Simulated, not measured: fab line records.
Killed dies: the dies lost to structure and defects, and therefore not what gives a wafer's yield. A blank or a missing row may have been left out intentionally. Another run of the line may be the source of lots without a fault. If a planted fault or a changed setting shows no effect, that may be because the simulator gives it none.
What tool caused it? + flow berkeleyCmos170 + 14 lots with 42 wafers sampled at 4 steps, on a route of 331 steps

WHAT EACH GAUGE READ, for each wafer
UCB170_M2_CD_MEAS_15: target cd 700 nm. Usual: cdNm 700.3 nm, standard deviation 1.4.
| lot  | measured     | on       | cdNm (nm)         | flag |
|------|--------------|----------|-------------------|------|
| L457 | day 7 19:41  | cdSem-02 | 700.6 701.7 700.9 |      |
| L459 | day 7 20:22  | cdSem-02 | 701.6 701.5 700.4 |      |
| L458 | day 7 23:21  | cdSem-01 | 698.9 699.1 699.7 |      |
| L460 | day 8 12:49  | cdSem-01 | 702.5 700.4 700.8 |      |
| L461 | day 8 19:45  | cdSem-02 | 702.1 702.8 702.7 |      |
| L462 | day 8 19:13  | cdSem-01 | 699.6 698.6 699.0 |      |
| L463 | day 8 22:14  | cdSem-01 | 700.3 700.5 700.8 |      |
| L464 | day 8 22:40  | cdSem-01 | 700.4 699.6 699.4 |      |
| L468 | day 10 14:22 | cdSem-02 | 701.3 700.1 700.5 |      |
| L470 | day 10 14:02 | cdSem-01 | 696.5 697.6 695.4 |      |
| L475 | day 10 22:22 | cdSem-01 | 698.1 700.0 698.5 |      |
| L473 | day 11 04:35 | cdSem-02 | 700.9 699.2 701.4 |      |
| L476 | day 11 18:05 | cdSem-02 | 700.6 701.6 702.3 |      |
| L477 | day 11 18:36 | cdSem-02 | 699.6 699.7 700.1 |      |

UCB170_V2_THK_MEAS_01. Usual: V2_TEOS_THK gives 1990 nm (standard deviation 27).
| lot  | measured     | on           | V2_TEOS_THK (nm) | flag |
|------|--------------|--------------|------------------|------|
| L457 | day 7 20:26  | filmMetro-03 | 1959 1945 1981   |      |
| L459 | day 7 21:07  | filmMetro-04 | 1962 1943 2005   |      |
| L458 | day 8 00:07  | filmMetro-01 | 1979 1961 2012   |      |
| L460 | day 8 13:34  | filmMetro-01 | 1995 2023 2024   |      |
| L461 | day 8 20:31  | filmMetro-01 | 2003 1936 1996   |      |
| L462 | day 8 19:58  | filmMetro-03 | 1970 2026 1988   |      |
| L463 | day 8 23:00  | filmMetro-03 | 1967 1962 1979   |      |
| L464 | day 8 23:25  | filmMetro-01 | 2007 2001 2033   |      |
| L468 | day 10 15:07 | filmMetro-03 | 1981 2053 2018   |      |
| L470 | day 10 14:47 | filmMetro-01 | 1955 1979 1950   |      |
| L475 | day 10 23:10 | filmMetro-03 | 1948 1942 1984   |      |
| L473 | day 11 05:21 | filmMetro-01 | 1960 1956 1979   |      |
| L476 | day 11 18:56 | filmMetro-04 | 1960 1993 1981   |      |
| L477 | day 11 19:20 | filmMetro-03 | 1996 2013 2019   |      |

TOOL THAT RAN EACH LOT (tool first, then ch and the chambers of the sampled wafers, then the start)
| lot  | UCB170_V1_CVD_00                | UCB170_M2_STRIP_07                  |
|------|---------------------------------|-------------------------------------|
| L457 | pecvd-03 ch 0,1,2, day 7 13:51  | plasmaAsher-03 ch 0,1, day 7 17:41  |
| L459 | pecvd-01 ch 0,2, day 7 13:51    | plasmaAsher-04 ch 0,1, day 7 18:37  |
| L458 | pecvd-01 ch 0,1,2, day 7 16:18  | plasmaAsher-04 ch 0,1, day 7 20:44  |
| L460 | pecvd-03 ch 1,2, day 8 08:24    | plasmaAsher-04 ch 0,1, day 8 11:34  |
| L461 | pecvd-02 ch 0,1, day 8 14:07    | plasmaAsher-03 ch 0,1, day 8 18:08  |
| L462 | pecvd-03 ch 0,1,2, day 8 14:07  | plasmaAsher-04 ch 0,1, day 8 18:06  |
| L463 | pecvd-01 ch 1,2, day 8 17:55    | plasmaAsher-01 ch 0,1, day 8 21:07  |
| L464 | pecvd-03 ch 1,2, day 8 17:55    | plasmaAsher-03 ch 0,1, day 8 21:20  |
| L468 | pecvd-02 ch 0,1,2, day 10 09:03 | plasmaAsher-01 ch 1, day 10 12:51   |
| L470 | pecvd-03 ch 0,1,2, day 10 09:03 | plasmaAsher-01 ch 0,1, day 10 12:23 |
| L475 | pecvd-02 ch 0,1,2, day 10 15:22 | plasmaAsher-01 ch 0,1, day 10 20:17 |
| L473 | pecvd-03 ch 1,2, day 10 23:07   | plasmaAsher-03 ch 0,1, day 11 03:18 |
| L476 | pecvd-02 ch 1,2, day 11 12:34   | plasmaAsher-03 ch 0, day 11 16:58   |
| L477 | pecvd-01 ch 0,1,2, day 11 12:38 | plasmaAsher-04 ch 0,1, day 11 17:15 |
- UCB170_V1_CVD_00: deposits SiO2 from TEOS/O2, target thk 2000 nm, time 244.9 s.
- UCB170_M2_STRIP_07: strips in O2.

AS READ BY THE TOOLS THEMSELVES (means over the sampled wafers that have a number; for cases with no such wafer, the mark the record gives instead)
UCB170_V1_CVD_00. Usual: heaterPowerW 230 W, standard deviation 52.
| lot  | tool     | heaterPowerW (W) | flag |
|------|----------|------------------|------|
| L457 | pecvd-03 | 269              |      |
| L459 | pecvd-01 | 205              |      |
| L458 | pecvd-01 | 220              |      |
| L460 | pecvd-03 | 165              |      |
| L461 | pecvd-02 | 219              |      |
| L462 | pecvd-03 | 222              |      |
| L463 | pecvd-01 | 251              |      |
| L464 | pecvd-03 | 200              |      |
| L468 | pecvd-02 | 257              |      |
| L470 | pecvd-03 | 221              |      |
| L475 | pecvd-02 | 235              |      |
| L473 | pecvd-03 | 196              |      |
| L476 | pecvd-02 | 249              |      |
| L477 | pecvd-01 | 210              |      |

UCB170_M2_STRIP_07. Usual: drypumpMotorCurrentA 5.5 A, standard deviation 0.53; o2FlowSccm 399.9 sccm, standard deviation 1.2; oesProductAu 0.735 a.u., standard deviation 0.0045; stripTimeToEndpointS 21.84 s, standard deviation 0.06.
| lot  | tool           | drypumpMotorCurrentA (A) | o2FlowSccm (sccm) | oesProductAu (a.u.) | stripTimeToEndpointS (s) | flag |
|------|----------------|--------------------------|-------------------|---------------------|--------------------------|------|
| L457 | plasmaAsher-03 | 5.1                      | 401.0             | 0.735               | 21.77                    |      |
| L459 | plasmaAsher-04 | 5.2                      | 399.6             | 0.737               | 21.91                    |      |
| L458 | plasmaAsher-04 | 5.2                      | 399.7             | 0.733               | 21.90                    |      |
| L460 | plasmaAsher-04 | 5.2                      | 600.2             | 0.759               | 20.88                    | OFF  |
| L461 | plasmaAsher-03 | 5.4                      | 399.7             | 0.737               | 21.77                    |      |
| L462 | plasmaAsher-04 | 5.5                      | 600.7             | 0.759               | 20.88                    | OFF  |
| L463 | plasmaAsher-01 | 5.8                      | 399.8             | 0.736               | 21.80                    |      |
| L464 | plasmaAsher-03 | 5.2                      | 400.7             | 0.738               | 21.92                    |      |
| L468 | plasmaAsher-01 | 6.3                      | 399.6             | 0.738               | 21.77                    |      |
| L470 | plasmaAsher-01 | 6.0                      | 400.0             | 0.735               | 21.89                    |      |
| L475 | plasmaAsher-01 | 6.0                      | 399.7             | 0.734               | 21.87                    |      |
| L473 | plasmaAsher-03 | 5.3                      | 399.2             | 0.734               | 21.81                    |      |
| L476 | plasmaAsher-03 | 4.9                      | 400.0             | 0.731               | 21.78                    |      |
| L477 | plasmaAsher-04 | 5.2                      | 398.7             | 0.735               | 21.80                    |      |

THE ANSWER, worked out from the rows above alone
Rule: a lot counts as off when the mean over its wafers that have a number is more than 3 standard deviations away from the usual mean. Also off: a lot with no number at a reading for which 4 or more lots have one. Where the step has rows for the other lots, those lots are counted as sound. The gauges are gone through in route order, then the tools' own readings, and for those a lot's mean is taken as printed above. At the first step where some lot is off, the reading lying furthest off is the one used; lots without a number count as furthest.
Off, at UCB170_M2_STRIP_07 on o2FlowSccm: L460, L462.
A tool fits if, at that step or a process step before it, it ran every lot that is off, and no sound lot after the first of them. Of those tried, none fits.

WHAT WAS PUT IN BY THE SIMULATOR
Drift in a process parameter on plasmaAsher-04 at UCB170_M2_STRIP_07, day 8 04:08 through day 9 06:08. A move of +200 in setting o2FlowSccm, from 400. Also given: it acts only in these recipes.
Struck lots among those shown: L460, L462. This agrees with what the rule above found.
